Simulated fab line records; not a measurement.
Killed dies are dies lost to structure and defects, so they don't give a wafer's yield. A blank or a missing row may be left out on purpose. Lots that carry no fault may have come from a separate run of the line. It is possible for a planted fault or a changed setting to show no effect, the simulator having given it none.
fab line records | flow berkeleyCmos170
[record] lots = 14 wafers = 42 lastDay = 10
route steps=331 shown START@3 NWELL@30 PWELL@40 ACTIVE@63
lots that met no fault: taken from a fault-free run of the same line
startH: start of the lot's first displayed wafer, in hours after the record's first day | waitH: hours since the lot's step before | " the same as in the row above | L1.1+2: several wafers, shown together as one row | - no value, or no start given | * or withheld: withheld | < > ~ a bound
route shown NAME@n: names a module that has steps shown in the file, with the first one's number in the route | usual: average and standard deviation across the fault-free wafers | same: alike in all rows | chamber/n: place in a boat | sites: per-site readings | _std_site: standard deviation across them | _edge_site: mean of outer sites minus mean of inner sites | radiusMm: how far each site lies from the wafer's centre | mask NAME#n: copy n | behind: tool/chamber where the wafer was last shaped | hold: what put the lot on hold/how long, in hours/how the hold closed | device: the transistor (n, p or np) that didn't switch | end of line: tests run on the same wafers once the route is complete | for a step that has no rows: nothing shown but its recipe | killed: not the wafer's yield, but the dies lost to structure and defects at the first sort | map: dies across one wafer; x = killed, . = not, _ = none there
set.NAME: setting as actually run; set.NAME@STEP: the setting as run at that earlier step | model.NAME: the simulator's own value behind a step, which no gauge read
steps of the route over a sample of lots; a table a step, a row a wafer
services: the hour from which a tool's chamber was out of use, counted from the record's first day as startH (under 0 if before that day), plus the number of hours and why
[[steps]]
[step UCB170_START_OXIDATION_02]
[recipe] tempC = 950 ambient = O2 targetThkA = 200 oxTimeS = 1800
[usual] oxTempC = 950.1/0.42 oxTempCMax = 953.3/0.9
// columns lot.wafer tool chamber startH waitH oxTempC oxTempCMax
L408.2 furnace-01 0 13.47 3.3 951.1 953.7
L408.4 " 0 " " 950.3 953.3
L408.6 " 0 " " 950.3 952.3
L409.3 furnace-03 0 18.45 3.3 950.3 954.5
L409.4 " 0 " " 950.2 954.5
L409.5 " 0 " " 949.8 954.9
L410.1 furnace-04 0 23.14 3.0 949.8 953.2
L410.3 " 0 " " 949.8 953.3
L410.5 " 0 " " 949.4 952.0
L411.1 furnace-01 0 29.65 2.6 949.8 952.3
L411.2 " 0 " " 950.2 953.3
L411.4 " 0 " " 950.2 953.5
L412.1 furnace-01 0 32.40 2.1 950.1 952.4
L412.2 " 0 " " 950.6 953.2
L412.3 " 0 " " 950.4 953.7
L416.1 furnace-03 0 52.72 0.3 950.2 953.6
L416.2 " 0 " " 949.8 953.2
L416.5 " 0 " " 949.9 954.2
L419.1 furnace-04 0 65.94 0.2 950.0 953.9
L419.2 " 0 " " 949.8 952.8
L419.5 " 0 " " 949.8 953.0
L420.2 furnace-01 0 72.24 2.1 950.1 952.5
L420.4 " 0 " " 949.7 952.3
L420.6 " 0 " " 949.7 952.4
L421.1 furnace-01 0 76.24 0.8 950.0 953.5
L421.3 " 0 " " 949.8 951.9
L421.6 " 0 " " 949.6 952.1
L422.3 furnace-03 - 81.79 0.0 - -
L422.4 " - " " - -
L422.6 " - " " - -
L423.2 furnace-01 - 88.11 1.4 - -
L423.3 " - " " - -
L423.4 " - " " - -
L424.2 furnace-04 0 94.39 0.3 949.8 952.5
L424.4 " 0 " " 950.0 954.1
L424.5 " 0 " " 950.4 953.5
L425.2 furnace-03 0 95.79 0.6 950.2 953.6
L425.3 " 0 " " 950.1 955.0
L425.6 " 0 " " 950.1 953.3
L427.3 furnace-04 0 105.15 0.0 949.5 952.4
L427.4 " 0 " " 949.8 952.5
L427.6 " 0 " " 950.0 953.2
[step UCB170_NWELL_TW_MEAS_16]
[usual] NWELL_TW = 1257/10
// columns lot.wafer tool chamber startH waitH NWELL_TW
L408.2 filmMetro-01 - 28.71 0.1 1265
L408.4 " - " " 1274
L408.6 " - " " 1261
L409.3 filmMetro-04 - 38.80 0.1 1246
L409.4 " - " " 1248
L409.5 " - " " 1256
L410.1 filmMetro-04 - 44.65 0.1 1246
L410.3 " - " " 1254
L410.5 " - " " 1256
L411.1 filmMetro-03 - 48.78 0.1 1251
L411.2 " - " " 1255
L411.4 " - " " 1248
L412.1 filmMetro-01 - 49.84 0.1 1267
L412.2 " - " " 1271
L412.3 " - " " 1274
L416.1 filmMetro-03 - 68.52 0.1 1256
L416.2 " - " " 1245
L416.5 " - " " 1262
L419.1 filmMetro-04 - 81.94 0.1 1240
L419.2 " - " " 1241
L419.5 " - " " 1245
L421.1 filmMetro-04 - 89.55 0.1 1250
L421.3 " - " " 1249
L421.6 " - " " 1248
L420.2 filmMetro-01 - 89.68 0.1 1269
L420.4 " - " " 1262
L420.6 " - " " 1264
L424.2 filmMetro-04 - 109.41 0.1 1248
L424.4 " - " " 1246
L424.5 " - " " 1249
L425.2 filmMetro-03 - 112.86 0.1 1254
L425.3 " - " " 1261
L425.6 " - " " 1252
L427.3 filmMetro-01 - 122.35 0.1 1274
L427.4 " - " " 1267
L427.6 " - " " 1277
[step UCB170_PWELL_THK_MEAS_06]
[recipe] reads = Si3N4_of_PWELL_CVD_05
[usual] PWELL_NITRIDE_THK = 219.3/2.1
// columns lot.wafer tool chamber startH waitH PWELL_NITRIDE_THK[nm]
L408.2 filmMetro-03 - 41.77 0.0 220.3
L408.4 " - " " 221.5
L408.6 " - " " 220.9
L409.3 filmMetro-03 - 51.26 0.0 216.0
L409.4 " - " " 217.1
L409.5 " - " " 218.2
L411.1 filmMetro-03 - 61.35 0.0 215.8
L411.2 " - " " 215.7
L411.4 " - " " 215.0
L410.1 filmMetro-01 - 61.40 0.1 218.6
L410.3 " - " " 218.7
L410.5 " - " " 218.2
L412.1 filmMetro-02 - 61.40 0.1 218.2
L412.2 " - " " 218.5
L412.3 " - " " 218.7
L416.1 filmMetro-01 - 80.41 0.0 219.3
L416.2 " - " " 220.2
L416.5 " - " " 220.0
L419.1 filmMetro-02 - 96.99 0.1 221.6
L419.2 " - " " 222.5
L419.5 " - " " 223.6
L421.1 filmMetro-03 - 104.10 0.0 217.6
L421.3 " - " " 218.3
L421.6 " - " " 217.6
L420.2 filmMetro-01 - 104.11 0.0 221.4
L420.4 " - " " 221.1
L420.6 " - " " 223.1
L424.2 filmMetro-02 - 124.08 0.0 216.4
L424.4 " - " " 217.6
L424.5 " - " " 217.9
L425.2 filmMetro-03 - 125.30 0.0 217.5
L425.3 " - " " 217.3
L425.6 " - " " 218.6
L427.3 filmMetro-03 - 136.82 0.0 217.9
L427.4 " - " " 217.0
L427.6 " - " " 218.4
[step UCB170_ACTIVE_THK_MEAS_03]
[recipe] reads = SiO2_of_ACTIVE_OXIDATION_02
[usual] ACTIVE_OXIDE_THK = 26.3/0.45
// columns lot.wafer tool chamber startH waitH ACTIVE_OXIDE_THK[nm]
L408.2 filmMetro-02 - 58.13 0.0 26.3
L408.4 " - " " 26.3
L408.6 " - " " 26.3
L409.3 filmMetro-02 - 68.42 0.0 26.2
L409.4 " - " " 26.1
L409.5 " - " " 25.9
L411.1 filmMetro-03 - 84.67 0.0 25.7
L411.2 " - " " 25.7
L411.4 " - " " 25.4
L412.1 filmMetro-04 - 84.67 0.0 26.6
L412.2 " - " " 26.6
L412.3 " - " " 27.2
L410.1 filmMetro-02 - 84.70 0.1 26.3
L410.3 " - " " 26.9
L410.5 " - " " 26.4
L416.1 filmMetro-02 - 97.24 0.0 26.4
L416.2 " - " " 26.5
L416.5 " - " " 26.3
L419.1 filmMetro-04 - 115.43 0.0 25.8
L419.2 " - " " 25.4
L419.5 " - " " 25.6
L421.1 filmMetro-02 - 126.32 0.0 26.6
L421.3 " - " " 26.7
L421.6 " - " " 26.4
L420.2 filmMetro-03 - 126.33 0.0 27.1
L420.4 " - " " 26.8
L420.6 " - " " 26.4
L424.2 filmMetro-03 - 143.33 0.0 26.9
L424.4 " - " " 27.0
L424.5 " - " " 27.0
L425.2 filmMetro-04 - 143.33 0.0 26.8
L425.3 " - " " 26.5
L425.6 " - " " 27.0
L427.3 filmMetro-02 - 156.80 0.0 26.9
L427.4 " - " " 27.0
L427.6 " - " " 26.7
[[services]]
// columns tool chamber startH hours kind
furnace-01 - -4.16 2.8 pm
furnace-03 - 25.55 3.9 pm
furnace-03 - 54.76 3.2 repair
[[key]]
[firstSign] step = UCB170_START_OXIDATION_02 reading = toolRecord direction = missing
effect none on later readings
metAt UCB170_START_OXIDATION_02
struckLots L422,L423
laterRowsLeftOut L422.3,L422.4,L422.6,L423.2,L423.3,L423.4
sortLeftOut L422.3,L422.4,L422.6,L423.2,L423.3,L423.4
testerLeftOut L422,L423
notActingAt UCB170_NWELL_TW_MEAS_16,UCB170_PWELL_THK_MEAS_06,UCB170_ACTIVE_THK_MEAS_03
onsetBetween 76.24 81.79
[fault] kind = skippedStepWhole tool = furnace-01,furnace-03 chamber = - onsetH = 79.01 steps = UCB170_START_OXIDATION_02 scope = struckLotsOnly
// testerLeftOut: of these lots the tester's yield and bins aren't shown, on N5 and GAA mostly nor the transistor test; their killed dies are dies lost to structure and defects alone, not to doping, threshold or leakage, so they don't give the yield
// sortLeftOut: the simulated sort isn't trusted on such a fault, so these wafers' sort isn't shown, and their yield isn't known
// laterRowsLeftOut: the simulator's readings of these wafers behind a module that went badly wrong aren't trusted and aren't shown, but for the sort
